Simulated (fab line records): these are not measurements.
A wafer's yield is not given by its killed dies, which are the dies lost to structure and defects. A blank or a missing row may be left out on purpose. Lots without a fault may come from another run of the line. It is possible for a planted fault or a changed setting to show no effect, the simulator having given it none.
A struck lot beside a sound one | flow rit_cmos | 16 out of 202 route steps
Sound: wafers L874.1, L874.2, L874.3. Wafers L889.3, L889.4, L889.6 were the ones struck. The cause is given at the end.
At each step with rows: each side's tool, then ch and its chambers, then its first start. Under that, the readings that differ: sound wafers | struck wafers | difference of the means | sigmas: that difference in standard deviations of wafers without a fault.
alike: a reading whose means differ by less than 2 such deviations, as well as words and numbers matching on both sides. not compared: withheld readings; readings where some wafer has no value; bounds like >300 that might hide an equal value; numbers whose values overlap and for which the record gives no deviation.
A row with sigmas, a row that says differs or no value, or rows on one side alone: a step with any of these is where the two part. Numbers that have no deviation but don't overlap get no sigmas and don't part them. A reading that every wafer of one side lacks parts them only if that side has two wafers or more.

first, 4 steps without rows for these wafers: RIT_ACTIVE_SOFTBAKE_07 (time 57.02 s); RIT_ACTIVE_EXPOSE_08 (exposes mask M1, target cd 1400 nm); RIT_ACTIVE_PEB_09; RIT_ACTIVE_DEVELOP_10 (develop time 50 s).
RIT_ACTIVE_CD_MEAS_11 targets a cd of 1400 nm.
  sound on cd_sem-02, day 1 15:11; struck on cd_sem-02, day 4 18:16
  alike: cd_nm
then, 1 step without rows for these wafers: RIT_ACTIVE_HARDBAKE_12 (time 60 s).
RIT_ACTIVE_ETCH_13: etches Si3N4 in SF6, stops on SiO2, time 210 s, target depth 210 nm.
  sound on rie_diel-01 ch 0,1,2, day 1 15:28; struck on rie_diel-01 ch 0,2, day 4 18:30
  alike: drypump_motor_current_A, oes_product_au, throttle_valve_pct
  not compared: rf_hours_counter_h
RIT_ACTIVE_STRIP_14: strips in O2, time 180 s.
  sound on plasma_asher-02 ch 0,1, day 1 15:35; struck on plasma_asher-01 ch 0,1, day 4 18:41
  alike: drypump_motor_current_A, o2_flow_sccm
  not compared: rf_hours_counter_h
RIT_ACTIVE_CD_MEAS_90 targets a cd of 1400 nm.
  sound on cd_sem-01, day 1 15:46; struck on cd_sem-02, day 4 18:51
  alike: cd_nm
then, 3 steps without rows for these wafers: RIT_ACTIVE_CLEAN_15 (cleans in SC1, time 600 s); RIT_ACTIVE_CLEAN_16 (cleans in dHF, time 30 s); RIT_ACTIVE_CLEAN_17 (cleans in SC2, time 600 s).
RIT_FOX1_OXIDATION_00: target thk 350.7 nm, ox time 1130 s.
  sound on furnace-03 ch 0, day 1 16:52; struck on furnace-03 ch 0, day 4 19:45
  reading                                     | sound                | struck               | difference | sigmas
  spike_tc_centre_C (C)                       | 1101.1 1102.3 1101.7 | 1060.1 1060.6 1061.0 | -41.1      | -37
  spike_tc_load_C (C)                         | 1120.8 1124.8 1122.6 | 1081.8 1083.4 1082.8 | -40.1      | -22
  spike_tc_source_C (C)                       | 1125 1124 1129       | 1085 1084 1085       | -41        | -13
  tube_center_temp_C (C)                      | 1100.2 1099.9 1100.1 | 1060 1060 1059.9     | -40        | -99 or more
  tube_center_temp_C_max                      | 1102.6 1102.7 1103.3 | 1062.7 1063.5 1062.5 | -40.0      | -78
  zone_power_source_pct (%)                   | 41.3 41.2 41.1       | 37.9 37.5 38.2       | -3.3       | -2
  model.SiO2_of_FOX1_OXIDATION_00.thk_nm (nm) | 352.3 355.3 357.1    | 270.3 270.8 263      | -86.9      |
  alike: zone_power_load_pct
RIT_FOX1_THK_MEAS_01:
  sound on film_metro-02, day 1 18:11; struck on film_metro-01, day 4 21:05
  reading             | sound       | struck      | difference | sigmas
  FOX1_OXIDE_THK (nm) | 353 355 357 | 270 271 263 | -87        | -12
then, 1 step without rows for these wafers: RIT_FOX1_WET_ETCH_02 (etches SiO2 in BOE, target depth 350 nm, time 390 s).
RIT_M1_PROBE_99:
  sound on prober-01, day 3 10:25; struck on prober-02, day 6 16:32
  reading                             | sound             | struck            | difference | sigmas
  killed_on_rim                       | 0 0 1             | 5 3 2             | +3         | +2
  killed_short                        | 5 0 1             | 3 7 9             | +4         | +2
  model.etest.pplus_sal.width_nm (nm) | 3446 3469 3460    | 3537 3565 3520    | +82        |
  model.etest.nplus_sal.width_nm (nm) | 3467 3458 3463    | 3527 3555 3540    | +78        |
  model.etest.nldd.width_nm (nm)      | 3188 3185 3186    | 3269 3271 3248    | +76        |
  model.etest.pldd.width_nm (nm)      | 3194 3199 3191    | 3277 3253 3251    | +66        |
  model.etest.nmos_narrow.drive_ua_um | 210.6 207 210.5   | 217.2 217.4 217.6 | +8.0       |
  model.etest.pmos_narrow.drive_ua_um | 92.28 90.87 94.19 | 98.35 98.98 97.96 | +5.98      |
  model.etest.nplus_sal.line_ohm_um   | 1.319 1.306 1.318 | 1.279 1.291 1.258 | -0.038     |
  model.etest.pplus_sal.line_ohm_um   | 1.31 1.31 1.329   | 1.287 1.282 1.243 | -0.046     |
  alike: killed_at_M0_to_M3, killed_at_contacts, killed_at_front_end, killed_dies, killed_open

== WHERE THEY PART ==
Earliest at RIT_FOX1_OXIDATION_00; latest, in this record, at RIT_M1_PROBE_99.

WHY: whatever the simulator had introduced
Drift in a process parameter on furnace-03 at RIT_FOX1_OXIDATION_00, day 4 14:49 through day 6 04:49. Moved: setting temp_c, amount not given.
